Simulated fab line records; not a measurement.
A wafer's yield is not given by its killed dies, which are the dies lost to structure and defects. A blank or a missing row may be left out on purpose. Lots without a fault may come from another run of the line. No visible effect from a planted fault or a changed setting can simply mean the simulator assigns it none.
A single fault, viewed from 2 desks ; flow berkeley-cmos170 ; every desk sees just its own numbers, and what lay behind them comes last
Where a reading is given only as a bound, like >300, the bound stands for it, and a mean or a difference that rests on one is marked > or <: the true number lies beyond.

## DESK OF THE TOOL OWNER: pvd-sputter-02
The tool's own readings at UCB170_M1_SPUTTER_00 (material Al, target thk 600 nm, time 80 s): means of the sampled wafers that have a number, for each lot that ran on this tool. Marked OUT: a lot whose mean sits more than 4 standard deviations from the usual mean, which makes it out of limits; the brackets give that distance.
Columns: A = cathode-dc-power-W at UCB170_M1_SPUTTER_00, usual 6000.1 W; B = chamber-pressure-pa at UCB170_M1_SPUTTER_00, usual 0.5000 Pa; C = throttle-valve-pct at UCB170_M1_SPUTTER_00, usual 29.9 %
lot;first seen here;A;B;C
L998;day 8 18:04;6000.5;0.5007;30.8
L111;day 10 21:46;6000.8;0.4997;30.3
L105;day 11 00:10;5998.8;0.4987;30.8
L113;day 11 21:23;6000.6;0.5005;30.1
L120;day 12 22:36;5998.8;0.5001;29.9
Result from this desk: across the 5 lots, nothing is out of limits.

## METROLOGY DESK
Lot by lot, what the gauges showed, no matter which tool ran the lot: averages of those sampled wafers that carry a number. Marked OUT: a lot whose mean sits more than 4 standard deviations from the usual mean, which makes it out of limits; the brackets give that distance.
Columns: A = cd-nm at UCB170_NSD_CD_MEAS_06, usual 1200.1 nm; B = SILICIDE_TI_THK at UCB170_SILICIDE_THK_MEAS_03, usual 29.5 nm; C = M1_AL_RS at UCB170_M1_RS_MEAS_01, usual 0.0483 ohm/sq; D = M1_AL_THK at UCB170_M1_THK_MEAS_02, usual 597 nm
lot;first seen here;A;B;C;D
L999;day 8 10:00;1201.6;29.9;0.0481;598
L998;day 8 10:23;1198.0;29.5;0.0478;603
L102;day 8 18:52;1199.2;29.9;0.0481;598
L101;day 8 19:14;1199.9;29.4;-;<0 (<-87) OUT
L103;day 9 19:09;1200.0;29.1;-;<0 (<-87) OUT
L111;day 10 14:11;1201.1;29.2;0.0480;597
L105;day 10 14:57;1199.4;29.0;0.0482;600
L112;day 10 15:22;1202.2;29.7;0.0482;597
L114;day 11 12:42;1202.2;29.9;0.0483;599
L113;day 11 13:00;1198.6;29.2;0.0482;597
L116;day 11 21:58;1200.3;29.6;0.0490;590
L117;day 12 04:56;1200.6;30.2;0.0484;593
L120;day 12 14:56;1197.4;30.1;0.0489;590
L118;day 12 15:38;1201.0;29.7;0.0488;592
This desk's result: L101, L103 out of limits, first on L101 (M1_AL_THK at UCB170_M1_THK_MEAS_02), day 9 03:56. Within limits: L999, L998, L102, L111, L105, L112, L114, L113, L116, L117, L120, L118.

## PUT TOGETHER
Metrology desk: alarm possible at day 9 03:56 on L101, L103.
The tool owner's desk saw nothing out of limits.
The tool owner's desk has no number on record for L101, L103.
Every lot named ran UCB170_M1_SPUTTER_00 on pvd-sputter-02.

## WHAT HAD BEEN PUT IN BY THE SIMULATOR
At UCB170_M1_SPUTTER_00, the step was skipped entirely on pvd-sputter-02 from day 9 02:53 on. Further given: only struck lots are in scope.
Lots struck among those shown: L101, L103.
Time in hours between the start of the fault and the first out-of-limits reading at each desk: metrology desk, 1.
